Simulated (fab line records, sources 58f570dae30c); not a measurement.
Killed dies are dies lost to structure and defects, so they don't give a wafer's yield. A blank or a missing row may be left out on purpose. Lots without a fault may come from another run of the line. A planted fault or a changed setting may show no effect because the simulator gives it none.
fab line records | flow berkeley_cmos170
record lots=15 wafers=45 last_day=13
route steps=331 shown NWELL@27
lots that met no fault: from a run of the same line without faults
start_h: hours from the record's first day to the start of the lot's first wafer shown | wait_h: hours since the lot's step before | " the same as in the row above | L1.1+2: a row that stands for several wafers | - no value, or no start given | * or withheld: withheld | < > ~ a bound
route shown NAME@n: a module of which the file shows steps, and the number in the route of the first | usual: mean/standard deviation of fault-free wafers | same: alike in all rows | chamber/n: place in a boat | sites: the reading at each site | _std_site: their standard deviation | _edge_site: outer sites' mean less inner sites' | radius_mm: how far each site lies from the wafer's centre | mask NAME#n: copy n | behind: the tool/chamber that last shaped the wafer | hold: why the lot was held/for how many hours/how that ended | device: the transistor (n, p or np) that didn't switch | end of line: the same wafers' tests at the end of the route | a step without rows: its recipe alone | killed: dies lost to structure and defects at the first sort, not the wafer's yield | map: a wafer's dies, x killed, . not, _ none there
set.NAME: the setting as run; set.NAME@STEP: as run at that earlier step | model.NAME: the simulator's own value behind a step, which no gauge read
steps of the route over a sample of lots; a table a step, a row a wafer
services: from which hour (start_h, from the record's first day; less than 0 if before it) a tool's chamber was out of use, for how many hours, and why
## steps
# step UCB170_NWELL_ETCH_13
# recipe chemistry=CH3F/Ar/O2 target=Si3N4 stop_on=SiO2 CH3F_flow_sccm=20 Ar_flow_sccm=50 O2_flow_sccm=7 pressure_mtorr=50 rf_w=450 target_depth_a=2464 over_etch_frac=0.1 time_s=154
# usual drypump_motor_current_A=5.7/0.49 oes_product_au=0.947/0.011 rf_fwd_power_W=447.9/1.6 throttle_valve_pct=8.06/0.1
# columns lot.wafer tool chamber start_h wait_h drypump_motor_current_A oes_product_au rf_fwd_power_W rf_hours_counter_h throttle_valve_pct
L371.3 rie_diel-01 2 38.05 0.0 5.9 0.942 443.3 57 8.22
L371.4 " 3 " " 4.8 0.951 449.0 - 8.11
L371.6 " 0 " " 5.7 0.928 446.9 - 7.97
L373.1 rie_diel-01 1 53.05 0.0 5.5 0.949 449.1 92 7.90
L373.5 " 3 " " 4.8 0.952 449.8 - 8.09
L373.6 " 0 " " 5.7 0.928 447.1 - 7.96
L376.2 rie_diel-01 2 58.14 0.0 5.9 0.950 447.8 58 8.22
L376.3 " 1 " " 5.6 0.956 449.9 92 7.91
L376.5 " 2 " " 5.9 0.945 449.3 - 8.22
L378.2 rie_diel-01 3 71.88 0.0 4.7 0.944 519.9 151 8.11
L378.5 " 2 " " 5.9 0.951 520.6 - 8.23
L378.6 " 3 " " 4.8 0.948 520.2 - 8.09
L379.1 rie_diel-02 3 78.50 0.0 5.9 0.947 448.5 11 8.16
L379.3 " 2 " " 5.5 0.935 449.8 90 8.03
L379.4 " 1 " " 4.9 0.961 450.0 56 8.08
L380.2 rie_diel-03 3 85.25 0.0 5.6 0.957 448.3 115 7.98
L380.4 " 2 " " 6.2 0.958 451.6 19 8.09
L380.5 " 1 " " 6.5 0.957 448.3 - 8.00
L381.3 rie_diel-01 2 85.49 0.0 5.9 0.934 520.9 58 8.24
L381.4 " 1 " " 5.5 0.961 518.5 93 7.92
L381.5 " 0 " " 5.7 0.936 520.5 - 7.97
L382.1 rie_diel-01 0 92.74 0.0 5.7 0.942 518.5 45 7.96
L382.5 " 1 " " 5.5 0.958 520.9 - 7.92
L382.6 " 2 " " 5.9 0.954 519.1 - 8.24
L387.1 rie_diel-03 1 118.79 0.0 6.5 0.958 448.2 3 8.02
L387.4 " 2 " " 6.3 0.966 445.2 20 8.09
L387.6 " 2 " " 6.3 0.960 447.1 - 8.10
L388.1 rie_diel-02 0 118.95 0.0 6.4 0.955 446.4 104 8.23
L388.3 " 2 " " 5.5 0.933 448.6 92 8.04
L388.5 " 1 " " 5.0 0.961 447.3 - 8.10
L389.1 rie_diel-03 0 131.84 0.0 5.8 0.942 447.9 119 7.96
L389.3 " 2 " " 6.3 0.967 448.9 21 8.10
L389.4 " 3 " " 5.5 0.943 446.4 117 7.97
L391.1 rie_diel-02 2 139.54 0.0 5.5 0.928 452.6 93 8.05
L391.2 " 0 " " 6.5 0.945 447.2 105 8.23
L391.5 " 2 " " 5.5 0.934 451.7 - 8.05
L392.1 rie_diel-01 1 153.83 0.0 5.5 0.962 448.9 95 7.91
L392.2 " 0 " " 5.7 0.936 447.0 47 7.97
L392.3 " 1 " " 5.6 0.956 449.0 - 7.90
L393.4 rie_diel-02 2 154.11 0.0 5.5 0.950 448.7 93 8.05
L393.5 " 1 " " 4.9 0.951 447.4 - 8.08
L393.6 " 0 " " 6.4 0.950 446.5 - 8.25
L394.2 rie_diel-03 1 165.28 0.0 6.5 0.956 444.8 5 8.01
L394.4 " 3 " " 5.6 0.959 447.7 118 7.97
L394.6 " 3 " " 5.5 0.952 448.2 - 7.98
# step UCB170_NWELL_STRIP_15
# recipe chemistry=O2 power_w=400 pressure_mtorr=3500 platen_temp_c=withheld o2_flow_sccm=400 overash_fraction=0.5
# usual drypump_motor_current_A=5.8/0.33 oes_product_au=0.721/0.0043 strip_time_to_endpoint_s=18.06/0.08
# columns lot.wafer tool chamber start_h wait_h drypump_motor_current_A oes_product_au rf_hours_counter_h strip_time_to_endpoint_s
L371.3 plasma_asher-02 0 38.33 0.1 5.7 0.719 - 17.97
L371.4 " 1 " " 5.3 0.722 - 18.04
L371.6 " 0 " " 5.8 0.711 - 18.05
L373.1 plasma_asher-03 1 53.30 0.1 5.5 0.721 33 18.02
L373.5 " 1 " " 5.6 0.717 - 18.21
L373.6 " 0 " " 5.8 0.723 - 18.11
L376.2 plasma_asher-02 0 58.39 0.1 5.8 0.710 27 18.07
L376.3 " 1 " " 5.3 0.725 - 17.90
L376.5 " 1 " " 5.3 0.717 - 17.99
L378.2 plasma_asher-02 1 72.13 0.1 5.3 0.718 29 17.73
L378.5 " 1 " " 5.3 0.721 - 17.73
L378.6 " 0 " " 5.8 0.721 - 17.66
L379.1 plasma_asher-04 0 78.75 0.1 6.3 0.722 34 18.03
L379.3 " 0 " " 6.4 0.727 - 17.92
L379.4 " 1 " " 5.9 0.712 - 18.06
L380.2 plasma_asher-03 1 85.50 0.1 5.6 0.722 36 18.16
L380.4 " 1 " " 5.5 0.721 - 18.12
L380.5 " 0 " " 5.8 0.718 - 18.17
L381.3 plasma_asher-04 1 85.78 0.1 5.9 0.717 - 17.85
L381.4 " 0 " " 6.3 0.716 - 17.63
L381.5 " 1 " " 5.9 0.724 - 17.81
L382.1 plasma_asher-03 0 92.99 0.1 5.8 0.719 37 17.80
L382.5 " 0 " " 5.8 0.717 - 17.65
L382.6 " 1 " " 5.6 0.719 - 17.74
L387.1 plasma_asher-02 0 119.04 0.1 5.8 0.720 33 18.07
L387.4 " 1 " " 5.3 0.720 - 18.03
L387.6 " 0 " " 5.8 0.723 - 18.04
L388.1 plasma_asher-04 0 119.20 0.1 6.3 0.720 38 18.09
L388.3 " 1 " " 5.9 0.717 - 18.07
L388.5 " 0 " " 6.3 0.727 - 18.24
L389.1 plasma_asher-03 0 132.09 0.1 5.8 0.730 42 18.04
L389.3 " 1 " " 5.5 0.718 - 18.05
L389.4 " 0 " " 5.8 0.722 - 18.06
L391.1 plasma_asher-03 1 139.79 0.1 5.6 0.726 42 17.94
L391.2 " 0 " " 5.8 0.724 42 18.06
L391.5 " 0 " " 5.8 0.718 - 18.07
L392.1 plasma_asher-04 0 154.14 0.1 6.3 0.717 40 18.08
L392.2 " 1 " " 6.0 0.718 40 18.15
L392.3 " 0 " " 6.3 0.724 - 18.03
L393.4 plasma_asher-03 0 154.39 0.1 5.8 0.722 - 18.00
L393.5 " 1 " " 5.6 0.713 - 18.08
L393.6 " 0 " " 5.8 0.718 - 18.04
L394.2 plasma_asher-04 1 165.53 0.1 6.0 0.725 41 18.21
L394.4 " 1 " " 5.9 0.718 - 18.17
L394.6 " 0 " " 6.3 0.718 - 18.16
## services
# columns tool chamber start_h hours kind
rie_diel-03 1 19.30 - clean
rie_diel-03 1 19.30 31.3 scheduled_down
rie_diel-03 1 19.30 31.3 vent_cycle
rie_diel-02 0 20.23 6.6 repair
plasma_asher-04 - 25.17 4.0 pm
rie_diel-01 1 37.18 4.0 repair
plasma_asher-02 - 42.07 1.7 repair
plasma_asher-04 - 57.62 0.4 repair
rie_diel-01 - 62.63 0.7 repair
rie_diel-03 0 86.74 10.0 repair
plasma_asher-04 - 87.68 1.1 repair
rie_diel-01 1 95.64 16.7 repair
rie_diel-01 3 110.92 7.8 repair
rie_diel-03 2 114.24 1.7 repair
rie_diel-01 3 138.92 3.2 repair
plasma_asher-04 - 139.59 10.4 pm
rie_diel-01 3 142.40 - clean
rie_diel-01 3 142.40 25.5 scheduled_down
rie_diel-01 3 142.40 25.5 vent_cycle
rie_diel-01 2 146.41 5.2 repair
rie_diel-01 2 153.20 9.3 repair
## key
first_sign step=UCB170_NWELL_ETCH_13 reading=rf_fwd_power_W direction=up sigmas=46 usual=447.9 struck=519.9
effect step=UCB170_NWELL_STRIP_15 reading=strip_time_to_endpoint_s direction=down sigmas=4 usual=* struck=*
met_at UCB170_NWELL_ETCH_13
struck_lots L378,L381,L382
tester_left_out L378,L381,L382
onset_between 58.14 71.88
fault kind=process_parameter_drift tool=rie_diel-01 chamber=- onset_h=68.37 steps=UCB170_NWELL_ETCH_13 channel=rf_w offset=72 shape=step end_h=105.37 acts_in=these_recipes_only stated=450
# tester_left_out: of these lots the tester's yield and bins aren't shown, on N5 and GAA mostly nor the transistor test; their killed dies are dies lost to structure and defects alone, not to doping, threshold or leakage, so they don't give the yield
